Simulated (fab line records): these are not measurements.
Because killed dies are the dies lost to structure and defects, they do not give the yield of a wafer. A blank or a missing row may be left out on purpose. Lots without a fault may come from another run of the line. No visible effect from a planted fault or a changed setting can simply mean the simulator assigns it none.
fab line records || flow berkeley_cmos170
record: {"lots": 6, "wafers": 18, "last_day": 13}
route steps=331 shown PSD@180 NSD@187
lots that met no fault: from a run of the same line without faults
start_h: start of the lot's first displayed wafer, in hours after the record's first day || wait_h: hours elapsed since this lot's preceding step || " identical to the entry in the row above || L1.1+2: a row that stands for several wafers || - no value present, or no start provided || * or withheld: withheld || < > ~ a bound
route shown NAME@n: a module of which the file shows steps, and the number in the route of the first || usual: mean/standard deviation taken from wafers without a fault || same: alike in all rows || chamber/n: place in a boat || sites: the reading at each site || _std_site: standard deviation across them || _edge_site: the outer-site mean with the inner-site mean subtracted || radius_mm: how far each site lies from the wafer's centre || mask NAME#n: copy n || behind: tool/chamber where the wafer was last shaped || hold: why the lot was held/for how many hours/how that ended || device: the n, p or np transistor that did not switch || end of line: tests of these same wafers at the route's end || a step without rows: its recipe alone || killed: not the wafer's yield, but the dies lost to structure and defects at the first sort || map: dies across one wafer; x = killed, . = not, _ = none there
set.NAME: the setting the step ran with; set.NAME@STEP: the setting that earlier step ran with || model.NAME: the simulator's own value behind a step, which no gauge read
certain route steps with their lots: each step a table, each wafer a row
services: a tool's chamber out of use, with start hour (start_h, from the record's first day; less than 0 if before it), hours out, and reason
== steps ==
step: UCB170_PSD_DEVELOP_05
recipe: {"developer": "TMAH", "develop_time_s": 45, "resist": "KrF", "dev_temp_c": 21}
step: UCB170_PSD_CD_MEAS_06
recipe: {"target_cd_nm": 1200}
usual: {"cd_nm": "1200.0/1.6"}
{"lot.wafer": "L557.1", "tool": "cd_sem-02", "chamber": "-", "start_h": 153.41, "wait_h": "-", "cd_nm": 1197.3}
{"lot.wafer": "L557.3", "tool": "cd_sem-02", "chamber": "-", "start_h": 153.41, "wait_h": "-", "cd_nm": 1198.0}
{"lot.wafer": "L557.4", "tool": "cd_sem-02", "chamber": "-", "start_h": 153.41, "wait_h": "-", "cd_nm": 1196.9}
{"lot.wafer": "L567.1", "tool": "cd_sem-01", "chamber": "-", "start_h": 214.74, "wait_h": "-", "cd_nm": 1203.4}
{"lot.wafer": "L567.4", "tool": "cd_sem-01", "chamber": "-", "start_h": 214.74, "wait_h": "-", "cd_nm": 1203.4}
{"lot.wafer": "L567.5", "tool": "cd_sem-01", "chamber": "-", "start_h": 214.74, "wait_h": "-", "cd_nm": 1200.1}
{"lot.wafer": "L569.2", "tool": "cd_sem-01", "chamber": "-", "start_h": 229.50, "wait_h": "-", "cd_nm": 1201.5}
{"lot.wafer": "L569.4", "tool": "cd_sem-01", "chamber": "-", "start_h": 229.50, "wait_h": "-", "cd_nm": 1201.3}
{"lot.wafer": "L569.5", "tool": "cd_sem-01", "chamber": "-", "start_h": 229.50, "wait_h": "-", "cd_nm": 1202.2}
{"lot.wafer": "L576.1", "tool": "cd_sem-02", "chamber": "-", "start_h": 261.87, "wait_h": "-", "cd_nm": 1199.4}
{"lot.wafer": "L576.3", "tool": "cd_sem-02", "chamber": "-", "start_h": 261.87, "wait_h": "-", "cd_nm": 1199.4}
{"lot.wafer": "L576.4", "tool": "cd_sem-02", "chamber": "-", "start_h": 261.87, "wait_h": "-", "cd_nm": 1200.1}
{"lot.wafer": "L579.2", "tool": "cd_sem-01", "chamber": "-", "start_h": 276.27, "wait_h": "-", "cd_nm": 1201.9}
{"lot.wafer": "L579.5", "tool": "cd_sem-01", "chamber": "-", "start_h": 276.27, "wait_h": "-", "cd_nm": 1202.0}
{"lot.wafer": "L579.6", "tool": "cd_sem-01", "chamber": "-", "start_h": 276.27, "wait_h": "-", "cd_nm": 1200.8}
{"lot.wafer": "L578.1", "tool": "cd_sem-01", "chamber": "-", "start_h": 276.49, "wait_h": "-", "cd_nm": 1199.6}
{"lot.wafer": "L578.2", "tool": "cd_sem-01", "chamber": "-", "start_h": 276.49, "wait_h": "-", "cd_nm": 1200.2}
{"lot.wafer": "L578.3", "tool": "cd_sem-01", "chamber": "-", "start_h": 276.49, "wait_h": "-", "cd_nm": 1201.0}
step: UCB170_PSD_OVL_MEAS_07
usual: {"PSD_OVL": "2/6.8"}
{"lot.wafer": "L557.1", "tool": "overlay-02", "chamber": "-", "start_h": 153.53, "wait_h": 0.1, "PSD_OVL[nm]": 6}
{"lot.wafer": "L557.3", "tool": "overlay-02", "chamber": "-", "start_h": 153.53, "wait_h": 0.1, "PSD_OVL[nm]": 1}
{"lot.wafer": "L557.4", "tool": "overlay-02", "chamber": "-", "start_h": 153.53, "wait_h": 0.1, "PSD_OVL[nm]": 1}
{"lot.wafer": "L567.1", "tool": "overlay-01", "chamber": "-", "start_h": 214.86, "wait_h": 0.1, "PSD_OVL[nm]": -5}
{"lot.wafer": "L567.4", "tool": "overlay-01", "chamber": "-", "start_h": 214.86, "wait_h": 0.1, "PSD_OVL[nm]": 10}
{"lot.wafer": "L567.5", "tool": "overlay-01", "chamber": "-", "start_h": 214.86, "wait_h": 0.1, "PSD_OVL[nm]": -4}
{"lot.wafer": "L569.2", "tool": "overlay-02", "chamber": "-", "start_h": 229.60, "wait_h": 0.1, "PSD_OVL[nm]": -6}
{"lot.wafer": "L569.4", "tool": "overlay-02", "chamber": "-", "start_h": 229.60, "wait_h": 0.1, "PSD_OVL[nm]": -4}
{"lot.wafer": "L569.5", "tool": "overlay-02", "chamber": "-", "start_h": 229.60, "wait_h": 0.1, "PSD_OVL[nm]": 7}
{"lot.wafer": "L576.1", "tool": "overlay-01", "chamber": "-", "start_h": 261.99, "wait_h": 0.1, "PSD_OVL[nm]": -9}
{"lot.wafer": "L576.3", "tool": "overlay-01", "chamber": "-", "start_h": 261.99, "wait_h": 0.1, "PSD_OVL[nm]": -7}
{"lot.wafer": "L576.4", "tool": "overlay-01", "chamber": "-", "start_h": 261.99, "wait_h": 0.1, "PSD_OVL[nm]": 5}
{"lot.wafer": "L579.2", "tool": "overlay-02", "chamber": "-", "start_h": 276.38, "wait_h": 0.1, "PSD_OVL[nm]": -3}
{"lot.wafer": "L579.5", "tool": "overlay-02", "chamber": "-", "start_h": 276.38, "wait_h": 0.1, "PSD_OVL[nm]": 3}
{"lot.wafer": "L579.6", "tool": "overlay-02", "chamber": "-", "start_h": 276.38, "wait_h": 0.1, "PSD_OVL[nm]": 2}
{"lot.wafer": "L578.1", "tool": "overlay-01", "chamber": "-", "start_h": 276.61, "wait_h": 0.1, "PSD_OVL[nm]": -13}
{"lot.wafer": "L578.2", "tool": "overlay-01", "chamber": "-", "start_h": 276.61, "wait_h": 0.1, "PSD_OVL[nm]": -3}
{"lot.wafer": "L578.3", "tool": "overlay-01", "chamber": "-", "start_h": 276.61, "wait_h": 0.1, "PSD_OVL[nm]": -7}
step: UCB170_PSD_IMPLANT_08
recipe: {"species": "B", "dose_cm2": 2.937e+15, "energy_kev": 20, "tilt_deg": 7}
step: UCB170_PSD_STRIP_09
recipe: {"chemistry": "O2", "power_w": 400, "pressure_mtorr": 3500, "platen_temp_c": "withheld", "o2_flow_sccm": 400, "overash_fraction": 0.5}
usual: {"drypump_motor_current_A": "5.7/0.32", "oes_product_au": "0.602/0.0047", "strip_time_to_endpoint_s": "29.19/0.065"}
{"lot.wafer": "L557.1", "tool": "plasma_asher-03", "chamber": 0, "start_h": 153.71, "wait_h": 0.1, "drypump_motor_current_A": 5.6, "oes_product_au": 0.603, "rf_hours_counter_h": 4, "strip_time_to_endpoint_s": 29.29}
{"lot.wafer": "L557.3", "tool": "plasma_asher-03", "chamber": 0, "start_h": 153.71, "wait_h": 0.1, "drypump_motor_current_A": 5.6, "oes_product_au": 0.597, "rf_hours_counter_h": "-", "strip_time_to_endpoint_s": 29.32}
{"lot.wafer": "L557.4", "tool": "plasma_asher-03", "chamber": 1, "start_h": 153.71, "wait_h": 0.1, "drypump_motor_current_A": 5.6, "oes_product_au": 0.605, "rf_hours_counter_h": "-", "strip_time_to_endpoint_s": 29.31}
{"lot.wafer": "L567.1", "tool": "plasma_asher-03", "chamber": 1, "start_h": 215.05, "wait_h": 0.1, "drypump_motor_current_A": 5.6, "oes_product_au": 0.601, "rf_hours_counter_h": 10, "strip_time_to_endpoint_s": 29.18}
{"lot.wafer": "L567.4", "tool": "plasma_asher-03", "chamber": 0, "start_h": 215.05, "wait_h": 0.1, "drypump_motor_current_A": 5.6, "oes_product_au": 0.601, "rf_hours_counter_h": "-", "strip_time_to_endpoint_s": 29.16}
{"lot.wafer": "L567.5", "tool": "plasma_asher-03", "chamber": 0, "start_h": 215.05, "wait_h": 0.1, "drypump_motor_current_A": 5.6, "oes_product_au": 0.595, "rf_hours_counter_h": "-", "strip_time_to_endpoint_s": 29.16}
{"lot.wafer": "L569.2", "tool": "plasma_asher-02", "chamber": 0, "start_h": 229.78, "wait_h": 0.1, "drypump_motor_current_A": 6.3, "oes_product_au": 0.605, "rf_hours_counter_h": 45, "strip_time_to_endpoint_s": 29.25}
{"lot.wafer": "L569.4", "tool": "plasma_asher-02", "chamber": 0, "start_h": 229.78, "wait_h": 0.1, "drypump_motor_current_A": 6.3, "oes_product_au": 0.592, "rf_hours_counter_h": "-", "strip_time_to_endpoint_s": 29.19}
{"lot.wafer": "L569.5", "tool": "plasma_asher-02", "chamber": 0, "start_h": 229.78, "wait_h": 0.1, "drypump_motor_current_A": 6.3, "oes_product_au": 0.610, "rf_hours_counter_h": "-", "strip_time_to_endpoint_s": 29.21}
{"lot.wafer": "L576.1", "tool": "plasma_asher-03", "chamber": 1, "start_h": 262.17, "wait_h": 0.1, "drypump_motor_current_A": 5.6, "oes_product_au": 0.606, "rf_hours_counter_h": 15, "strip_time_to_endpoint_s": 29.20}
{"lot.wafer": "L576.3", "tool": "plasma_asher-03", "chamber": 1, "start_h": 262.17, "wait_h": 0.1, "drypump_motor_current_A": 5.6, "oes_product_au": 0.594, "rf_hours_counter_h": "-", "strip_time_to_endpoint_s": 29.17}
{"lot.wafer": "L576.4", "tool": "plasma_asher-03", "chamber": 0, "start_h": 262.17, "wait_h": 0.1, "drypump_motor_current_A": 5.6, "oes_product_au": 0.605, "rf_hours_counter_h": "-", "strip_time_to_endpoint_s": 29.22}
{"lot.wafer": "L579.2", "tool": "plasma_asher-02", "chamber": 0, "start_h": 276.56, "wait_h": 0.1, "drypump_motor_current_A": 6.4, "oes_product_au": 0.593, "rf_hours_counter_h": 50, "strip_time_to_endpoint_s": 29.12}
{"lot.wafer": "L579.5", "tool": "plasma_asher-02", "chamber": 1, "start_h": 276.56, "wait_h": 0.1, "drypump_motor_current_A": 5.8, "oes_product_au": 0.604, "rf_hours_counter_h": "-", "strip_time_to_endpoint_s": 29.24}
{"lot.wafer": "L579.6", "tool": "plasma_asher-02", "chamber": 0, "start_h": 276.56, "wait_h": 0.1, "drypump_motor_current_A": 6.3, "oes_product_au": 0.594, "rf_hours_counter_h": "-", "strip_time_to_endpoint_s": 29.17}
{"lot.wafer": "L578.1", "tool": "plasma_asher-02", "chamber": 1, "start_h": 276.80, "wait_h": 0.1, "drypump_motor_current_A": 5.7, "oes_product_au": 0.611, "rf_hours_counter_h": 51, "strip_time_to_endpoint_s": 29.21}
{"lot.wafer": "L578.2", "tool": "plasma_asher-02", "chamber": 0, "start_h": 276.80, "wait_h": 0.1, "drypump_motor_current_A": 6.3, "oes_product_au": 0.604, "rf_hours_counter_h": 51, "strip_time_to_endpoint_s": 29.25}
{"lot.wafer": "L578.3", "tool": "plasma_asher-02", "chamber": 0, "start_h": 276.80, "wait_h": 0.1, "drypump_motor_current_A": 6.3, "oes_product_au": 0.608, "rf_hours_counter_h": "-", "strip_time_to_endpoint_s": 29.13}
step: UCB170_PSD_TW_MEAS_10
usual: {"PSD_TW": "2307/11"}
{"lot.wafer": "L557.1", "tool": "film_metro-01", "chamber": "-", "start_h": 153.81, "wait_h": 0.1, "PSD_TW": 2307}
{"lot.wafer": "L557.3", "tool": "film_metro-01", "chamber": "-", "start_h": 153.81, "wait_h": 0.1, "PSD_TW": 2311}
{"lot.wafer": "L557.4", "tool": "film_metro-01", "chamber": "-", "start_h": 153.81, "wait_h": 0.1, "PSD_TW": 2316}
{"lot.wafer": "L567.1", "tool": "film_metro-01", "chamber": "-", "start_h": 215.15, "wait_h": 0.1, "PSD_TW": 2327}
{"lot.wafer": "L567.4", "tool": "film_metro-01", "chamber": "-", "start_h": 215.15, "wait_h": 0.1, "PSD_TW": 2315}
{"lot.wafer": "L567.5", "tool": "film_metro-01", "chamber": "-", "start_h": 215.15, "wait_h": 0.1, "PSD_TW": 2309}
{"lot.wafer": "L569.2", "tool": "film_metro-01", "chamber": "-", "start_h": 229.89, "wait_h": 0.1, "PSD_TW": 2318}
{"lot.wafer": "L569.4", "tool": "film_metro-01", "chamber": "-", "start_h": 229.89, "wait_h": 0.1, "PSD_TW": 2304}
{"lot.wafer": "L569.5", "tool": "film_metro-01", "chamber": "-", "start_h": 229.89, "wait_h": 0.1, "PSD_TW": 2315}
{"lot.wafer": "L576.1", "tool": "film_metro-03", "chamber": "-", "start_h": 262.27, "wait_h": 0.1, "PSD_TW": 2281}
{"lot.wafer": "L576.3", "tool": "film_metro-03", "chamber": "-", "start_h": 262.27, "wait_h": 0.1, "PSD_TW": 2290}
{"lot.wafer": "L576.4", "tool": "film_metro-03", "chamber": "-", "start_h": 262.27, "wait_h": 0.1, "PSD_TW": 2296}
{"lot.wafer": "L579.2", "tool": "film_metro-03", "chamber": "-", "start_h": 276.67, "wait_h": 0.1, "PSD_TW": 2304}
{"lot.wafer": "L579.5", "tool": "film_metro-03", "chamber": "-", "start_h": 276.67, "wait_h": 0.1, "PSD_TW": 2306}
{"lot.wafer": "L579.6", "tool": "film_metro-03", "chamber": "-", "start_h": 276.67, "wait_h": 0.1, "PSD_TW": 2301}
{"lot.wafer": "L578.1", "tool": "film_metro-03", "chamber": "-", "start_h": 276.90, "wait_h": 0.1, "PSD_TW": 2308}
{"lot.wafer": "L578.2", "tool": "film_metro-03", "chamber": "-", "start_h": 276.90, "wait_h": 0.1, "PSD_TW": 2303}
{"lot.wafer": "L578.3", "tool": "film_metro-03", "chamber": "-", "start_h": 276.90, "wait_h": 0.1, "PSD_TW": 2307}
step: UCB170_PSD_CLEAN_11
recipe: {"chemistry": "SPM", "temp_c": 120, "time_s": 600}
step: UCB170_NSD_HMDS_00
recipe: {"prime_time_s": 60, "prime_temp_c": 100}
step: UCB170_NSD_COAT_01
recipe: {"resist": "KrF", "spin_rpm": 1500, "resist_thk_nm": 900}
step: UCB170_NSD_SOFTBAKE_02
recipe: {"resist": "KrF", "temp_c": 130, "time_s": 60}
step: UCB170_NSD_EXPOSE_03
recipe: {"mask_id": "NSELECT_MOD", "na": 0.5, "sigma_outer": 0.6, "source_shape": "conventional", "target_cd_nm": 1200, "dose_mj": 30}
step: UCB170_NSD_PEB_04
recipe: {"peb_temp_c": 130, "peb_time_s": "withheld", "resist": "KrF"}
step: UCB170_NSD_DEVELOP_05
recipe: {"developer": "TMAH", "develop_time_s": 45, "resist": "KrF", "dev_temp_c": 21}
usual: {"chill_plate_temp_C": "23.01/0.12", "develop_time_s": "45/0", "exhaust_pa": "45.0/0.79"}
{"lot.wafer": "L557.1", "tool": "litho_track-01", "chamber": 0, "start_h": 155, "wait_h": "-", "chill_plate_temp_C": 22.91, "develop_time_s": 45, "exhaust_pa": 43.9, "model.KrF_of_NSD_COAT_01.thk_nm": 890.9}
{"lot.wafer": "L557.3", "tool": "litho_track-01", "chamber": 0, "start_h": 155, "wait_h": "-", "chill_plate_temp_C": 23.06, "develop_time_s": 45, "exhaust_pa": 44.0, "model.KrF_of_NSD_COAT_01.thk_nm": 888.2}
{"lot.wafer": "L557.4", "tool": "litho_track-01", "chamber": 0, "start_h": 155, "wait_h": "-", "chill_plate_temp_C": 22.85, "develop_time_s": 45, "exhaust_pa": 44.3, "model.KrF_of_NSD_COAT_01.thk_nm": 890.5}
{"lot.wafer": "L567.1", "tool": "litho_track-01", "chamber": 0, "start_h": 216, "wait_h": "-", "chill_plate_temp_C": 23.05, "develop_time_s": 45, "exhaust_pa": 44.7, "model.KrF_of_NSD_COAT_01.thk_nm": 889.4}
{"lot.wafer": "L567.4", "tool": "litho_track-01", "chamber": 0, "start_h": 216, "wait_h": "-", "chill_plate_temp_C": 22.95, "develop_time_s": 45, "exhaust_pa": 45.5, "model.KrF_of_NSD_COAT_01.thk_nm": 890.1}
{"lot.wafer": "L567.5", "tool": "litho_track-01", "chamber": 0, "start_h": 216, "wait_h": "-", "chill_plate_temp_C": 22.98, "develop_time_s": 45, "exhaust_pa": 44.6, "model.KrF_of_NSD_COAT_01.thk_nm": 887.9}
{"lot.wafer": "L569.2", "tool": "litho_track-04", "chamber": 0, "start_h": 231, "wait_h": "-", "chill_plate_temp_C": 23.03, "develop_time_s": 45, "exhaust_pa": 43.9, "model.KrF_of_NSD_COAT_01.thk_nm": 888.1}
{"lot.wafer": "L569.4", "tool": "litho_track-04", "chamber": 0, "start_h": 231, "wait_h": "-", "chill_plate_temp_C": 23.13, "develop_time_s": 45, "exhaust_pa": 44.8, "model.KrF_of_NSD_COAT_01.thk_nm": 889.6}
{"lot.wafer": "L569.5", "tool": "litho_track-04", "chamber": 0, "start_h": 231, "wait_h": "-", "chill_plate_temp_C": 23.08, "develop_time_s": 45, "exhaust_pa": 43.6, "model.KrF_of_NSD_COAT_01.thk_nm": 888.3}
{"lot.wafer": "L576.1", "tool": "litho_track-01", "chamber": "-", "start_h": 265, "wait_h": "-", "chill_plate_temp_C": "-", "develop_time_s": "-", "exhaust_pa": "-", "model.KrF_of_NSD_COAT_01.thk_nm": 902.4}
{"lot.wafer": "L576.3", "tool": "litho_track-01", "chamber": "-", "start_h": 265, "wait_h": "-", "chill_plate_temp_C": "-", "develop_time_s": "-", "exhaust_pa": "-", "model.KrF_of_NSD_COAT_01.thk_nm": 901.9}
{"lot.wafer": "L576.4", "tool": "litho_track-01", "chamber": "-", "start_h": 265, "wait_h": "-", "chill_plate_temp_C": "-", "develop_time_s": "-", "exhaust_pa": "-", "model.KrF_of_NSD_COAT_01.thk_nm": 901.4}
{"lot.wafer": "L579.2", "tool": "litho_track-02", "chamber": "-", "start_h": 277, "wait_h": "-", "chill_plate_temp_C": "-", "develop_time_s": "-", "exhaust_pa": "-", "model.KrF_of_NSD_COAT_01.thk_nm": 899.4}
{"lot.wafer": "L579.5", "tool": "litho_track-02", "chamber": "-", "start_h": 278, "wait_h": "-", "chill_plate_temp_C": "-", "develop_time_s": "-", "exhaust_pa": "-", "model.KrF_of_NSD_COAT_01.thk_nm": 898.5}
{"lot.wafer": "L579.6", "tool": "litho_track-02", "chamber": "-", "start_h": 278, "wait_h": "-", "chill_plate_temp_C": "-", "develop_time_s": "-", "exhaust_pa": "-", "model.KrF_of_NSD_COAT_01.thk_nm": 899.8}
{"lot.wafer": "L578.1", "tool": "litho_track-01", "chamber": 0, "start_h": 278, "wait_h": "-", "chill_plate_temp_C": 23.06, "develop_time_s": 45, "exhaust_pa": 46.4, "model.KrF_of_NSD_COAT_01.thk_nm": 890.1}
{"lot.wafer": "L578.2", "tool": "litho_track-01", "chamber": 0, "start_h": 278, "wait_h": "-", "chill_plate_temp_C": 23.05, "develop_time_s": 45, "exhaust_pa": 44.6, "model.KrF_of_NSD_COAT_01.thk_nm": 890.1}
{"lot.wafer": "L578.3", "tool": "litho_track-01", "chamber": 0, "start_h": 278, "wait_h": "-", "chill_plate_temp_C": 23.12, "develop_time_s": 45, "exhaust_pa": 46.2, "model.KrF_of_NSD_COAT_01.thk_nm": 889.3}
step: UCB170_NSD_CD_MEAS_06
recipe: {"target_cd_nm": 1200}
usual: {"cd_nm": "1200.1/1.4"}
{"lot.wafer": "L557.1", "tool": "cd_sem-01", "chamber": "-", "start_h": 155.20, "wait_h": "-", "cd_nm": 1199.2}
{"lot.wafer": "L557.3", "tool": "cd_sem-01", "chamber": "-", "start_h": 155.20, "wait_h": "-", "cd_nm": 1198.9}
{"lot.wafer": "L557.4", "tool": "cd_sem-01", "chamber": "-", "start_h": 155.20, "wait_h": "-", "cd_nm": 1198.8}
{"lot.wafer": "L567.1", "tool": "cd_sem-01", "chamber": "-", "start_h": 217.04, "wait_h": "-", "cd_nm": 1197.2}
{"lot.wafer": "L567.4", "tool": "cd_sem-01", "chamber": "-", "start_h": 217.04, "wait_h": "-", "cd_nm": 1198.5}
{"lot.wafer": "L567.5", "tool": "cd_sem-01", "chamber": "-", "start_h": 217.04, "wait_h": "-", "cd_nm": 1199.4}
{"lot.wafer": "L569.2", "tool": "cd_sem-01", "chamber": "-", "start_h": 231.27, "wait_h": "-", "cd_nm": 1198.4}
{"lot.wafer": "L569.4", "tool": "cd_sem-01", "chamber": "-", "start_h": 231.27, "wait_h": "-", "cd_nm": 1199.7}
{"lot.wafer": "L569.5", "tool": "cd_sem-01", "chamber": "-", "start_h": 231.27, "wait_h": "-", "cd_nm": 1199.1}
{"lot.wafer": "L576.1", "tool": "cd_sem-02", "chamber": "-", "start_h": 265.91, "wait_h": "-", "cd_nm": "-"}
{"lot.wafer": "L576.3", "tool": "cd_sem-02", "chamber": "-", "start_h": 265.91, "wait_h": "-", "cd_nm": "-"}
{"lot.wafer": "L576.4", "tool": "cd_sem-02", "chamber": "-", "start_h": 265.91, "wait_h": "-", "cd_nm": "-"}
{"lot.wafer": "L579.2", "tool": "cd_sem-02", "chamber": "-", "start_h": 278.08, "wait_h": "-", "cd_nm": "-"}
{"lot.wafer": "L579.5", "tool": "cd_sem-02", "chamber": "-", "start_h": 278.08, "wait_h": "-", "cd_nm": "-"}
{"lot.wafer": "L579.6", "tool": "cd_sem-02", "chamber": "-", "start_h": 278.08, "wait_h": "-", "cd_nm": "-"}
{"lot.wafer": "L578.1", "tool": "cd_sem-02", "chamber": "-", "start_h": 278.76, "wait_h": "-", "cd_nm": 1199.4}
{"lot.wafer": "L578.2", "tool": "cd_sem-02", "chamber": "-", "start_h": 278.76, "wait_h": "-", "cd_nm": 1199.6}
{"lot.wafer": "L578.3", "tool": "cd_sem-02", "chamber": "-", "start_h": 278.76, "wait_h": "-", "cd_nm": 1200.7}
== services ==
{"tool": "plasma_asher-02", "chamber": "-", "start_h": 220.74, "hours": 6.0, "kind": "repair"}
{"tool": "plasma_asher-03", "chamber": "-", "start_h": 265.03, "hours": 10.4, "kind": "repair"}
== key ==
first_sign: {"step": "UCB170_NSD_DEVELOP_05", "reading": "tool_record", "direction": "missing"}
effect none on later readings
model_effect: {"step": "UCB170_NSD_DEVELOP_05", "value": "KrF_of_NSD_COAT_01.thk_nm", "without": 886.4, "struck": 900.6}
met_at UCB170_NSD_DEVELOP_05
struck_wafers L576.1,L576.3,L576.4,L579.2,L579.5,L579.6
sort_left_out L576.1,L576.3,L576.4,L579.2,L579.5,L579.6
tester_left_out L576,L579
fault: {"kind": "skipped_step_whole", "tool": "litho_track-01,litho_track-02", "chamber": "-", "onset_h": 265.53, "steps": "UCB170_NSD_DEVELOP_05", "scope": "struck_lots_only"}
tester_left_out: of these lots the tester's yield and bins aren't shown, on N5 and GAA mostly nor the transistor test; their killed dies are dies lost to structure and defects alone, not to doping, threshold or leakage, so they don't give the yield
sort_left_out: the simulated sort isn't trusted on such a fault, so these wafers' sort isn't shown, and their yield isn't known
